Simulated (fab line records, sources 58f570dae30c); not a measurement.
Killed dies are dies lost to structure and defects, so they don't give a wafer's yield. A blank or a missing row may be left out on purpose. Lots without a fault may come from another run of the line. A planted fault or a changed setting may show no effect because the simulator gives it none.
Which tool did it? | flow berkeley_cmos170 | 13 lots, 39 wafers sampled, at 1 step of a route of 331

WHAT THE GAUGES READ, wafer by wafer
The record holds no reading of a measuring or inspecting step that can be judged against a usual standard deviation.

WHICH TOOL RAN EACH LOT (tool, then ch and the chambers of the sampled wafers, then the start)
lot  | UCB170_NLDD_STRIP_10
L585 | plasma_asher-04 ch 0,1, day 6 04:35
L586 | plasma_asher-04 ch 0,1, day 6 05:40
L584 | plasma_asher-02 ch 0,1, day 6 05:49
L590 | plasma_asher-04 ch 0,1, day 7 01:56
L588 | plasma_asher-02 ch 0,1, day 7 02:44
L592 | plasma_asher-02 ch 1, day 7 11:17
L595 | plasma_asher-02 ch 0,1, day 7 21:13
L594 | plasma_asher-04 ch 0,1, day 7 21:48
L593 | plasma_asher-03 ch 0,1, day 7 22:04
L598 | plasma_asher-02 ch 0,1, day 9 04:27
L599 | plasma_asher-04 ch 0,1, day 9 10:52
L606 | plasma_asher-03 ch 0,1, day 10 17:57
L607 | plasma_asher-03 ch 0,1, day 11 04:09
- UCB170_NLDD_STRIP_10: strips in O2.

WHAT THE TOOLS THEMSELVES READ (means of the sampled wafers that have a number; where no wafer has one, the mark that the record gives instead)
UCB170_NLDD_STRIP_10. Usual: drypump_motor_current_A 5.8 A, standard deviation 0.48; oes_product_au 0.734 a.u., standard deviation 0.0048; strip_time_to_endpoint_s 21.65 s, standard deviation 0.072.
lot  | tool            | drypump_motor_current_A (A) | oes_product_au (a.u.) | strip_time_to_endpoint_s (s) | flag
L585 | plasma_asher-04 | 5.5                         | 0.736                 | 21.66                        |
L586 | plasma_asher-04 | 5.5                         | 0.738                 | 21.65                        |
L584 | plasma_asher-02 | 6.4                         | 0.728                 | 21.58                        |
L590 | plasma_asher-04 | 5.5                         | 0.740                 | 21.71                        |
L588 | plasma_asher-02 | 6.0                         | 0.739                 | 21.70                        |
L592 | plasma_asher-02 | 6.8                         | 0.729                 | 21.71                        |
L595 | plasma_asher-02 | 6.1                         | 0.738                 | 21.56                        |
L594 | plasma_asher-04 | 5.4                         | 0.736                 | 21.64                        |
L593 | plasma_asher-03 | 5.8                         | 0.734                 | 21.70                        |
L598 | plasma_asher-02 | 6.4                         | 0.977                 | -                            | OFF
L599 | plasma_asher-04 | 5.5                         | 0.729                 | 21.68                        |
L606 | plasma_asher-03 | 5.8                         | 0.733                 | 21.63                        |
L607 | plasma_asher-03 | 5.8                         | 0.734                 | 21.69                        |

THE ANSWER, worked out from the rows above alone
Rule: a lot is off if the mean of its wafers that have a number lies more than 3 standard deviations from the usual mean. A lot without any number at a reading at which 4 lots or more have one is off too. The other lots that the step has rows for count as sound. The gauges are gone through in route order, then the tools' own readings, and for those a lot's mean is taken as printed above. The first step at which some lot is off is used, and at that step the reading that is off furthest; a lot without a number counts as furthest.
Off: L598, at UCB170_NLDD_STRIP_10 (strip_time_to_endpoint_s). Without a number there: L598.
A tool fits if, at that step or a process step before it, it ran every lot that is off, and no sound lot after the first of them. One fits: plasma_asher-02 at UCB170_NLDD_STRIP_10. Its last sound lot is L595 (day 7 21:13), its first lot that is off L598 (day 9 04:27): a fault that began between those two fits.
The tool's own readings at UCB170_NLDD_STRIP_10 bear it out: on the lots that are off they differ by more than 5 times the standard deviation of the sound lots' means. oes_product_au reads 0.977 a.u. there against 0.734 a.u. on the sound lots.
Blank at UCB170_NLDD_STRIP_10 on the lots that are off, where sound lots have numbers: strip_time_to_endpoint_s.

WHAT THE SIMULATOR HAD PUT IN
Strip aborted: plasma_asher-02, from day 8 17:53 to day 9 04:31, at UCB170_NLDD_STRIP_10. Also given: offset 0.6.
Lots struck among those shown: L598. The rule above found the same.
